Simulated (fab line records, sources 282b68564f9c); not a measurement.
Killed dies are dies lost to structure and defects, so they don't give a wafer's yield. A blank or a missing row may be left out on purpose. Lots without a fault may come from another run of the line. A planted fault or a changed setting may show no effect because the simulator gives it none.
A struck lot beside a sound one | flow rit_cmos | 19 steps out of a route of 202
Sound: wafers L749.1, L749.4, L749.6. Struck: wafers L751.3, L751.4, L751.5. The cause comes at the end.
At each step with rows: each side's tool, then ch and its chambers, then its first start. Under that, the readings that differ: sound wafers | struck wafers | difference of the means | sigmas: that difference in standard deviations of wafers without a fault.
alike: readings whose means differ by less than 2 such deviations, and words and numbers that are the same on both sides. not compared: withheld readings, readings that some wafer has no value for, bounds like >300 that may hide the same value, and numbers for which the record gives no deviation and whose values overlap.
The two part at a step that has a row with sigmas, a row that says differs or no value, or rows on one side only. Numbers that don't overlap but have no deviation are shown without sigmas and don't part them. A reading that every wafer of one side lacks parts them only if that side has two wafers or more.

RIT_GATE_STRIP_20: strips in O2, time 180 s.
  sound on plasma_asher-01 ch 0,1, day 3 04:09; struck on plasma_asher-01 ch 0,1, day 3 10:02
  alike: drypump_motor_current_A
  not compared: rf_hours_counter_h
RIT_GATE_CD_MEAS_90: target cd 150 nm.
  sound on cd_sem-01, day 3 04:20; struck on cd_sem-02, day 3 10:12
  alike: cd_nm
then, 4 steps without rows for these wafers: RIT_REOX_CLEAN_00 (cleans in SC1, time 600 s); RIT_REOX_CLEAN_01 (cleans in dHF, time 30 s); RIT_REOX_CLEAN_02 (cleans in SC2, time 600 s); RIT_REOX_OXIDATION_03 (target thk 25.2 nm, ox time 5580 s).
RIT_REOX_THK_MEAS_04:
  sound on film_metro-01, day 3 07:24; struck on film_metro-04, day 3 13:13
  alike: REOX_OXIDE_THK
then, 5 steps without rows for these wafers: RIT_NLDD_HMDS_00 (prime time 60 s); RIT_NLDD_COAT_01 (resist thk 1000 nm); RIT_NLDD_SOFTBAKE_02 (time 60 s); RIT_NLDD_EXPOSE_03 (exposes mask M7, target cd 40700 nm); RIT_NLDD_PEB_04.
RIT_NLDD_DEVELOP_05: develop time 50 s.
  sound on litho_track-03 ch 0, day 3 08:00; struck on litho_track-03 ch 0, day 3 14:00
RIT_NLDD_OVL_MEAS_06:
  sound on overlay-01, day 3 08:20; struck on overlay-01, day 3 14:07
  reading       | sound       | struck         | difference | sigmas
  NLDD_OVL (nm) | 4.3 3.7 1.4 | -0.7 -1.4 -1.4 | -4.3       | -3
then, 2 steps without rows for these wafers: RIT_NLDD_HARDBAKE_07 (time 60 s); RIT_NLDD_IMPLANT_08.
RIT_NLDD_STRIP_09: strips in O2, time 180 s.
  sound on plasma_asher-03 ch 1, day 3 08:40; struck on plasma_asher-03 ch 0,1, day 3 14:30
  alike: drypump_motor_current_A
  not compared: rf_hours_counter_h
RIT_NLDD_TW_MEAS_10:
  sound on film_metro-03, day 3 08:51; struck on film_metro-03, day 3 14:38
  reading | sound          | struck   | difference | sigmas
  NLDD_TW | 2454 2449 2456 | 29 30 30 | -2423      | -99 or more
then, 1 step without rows for these wafers: RIT_PLDD_HMDS_00 (prime time 60 s).

WHERE THEY PART
First at RIT_NLDD_OVL_MEAS_06; last, within this record, at RIT_NLDD_TW_MEAS_10.

WHY: what the simulator had put in
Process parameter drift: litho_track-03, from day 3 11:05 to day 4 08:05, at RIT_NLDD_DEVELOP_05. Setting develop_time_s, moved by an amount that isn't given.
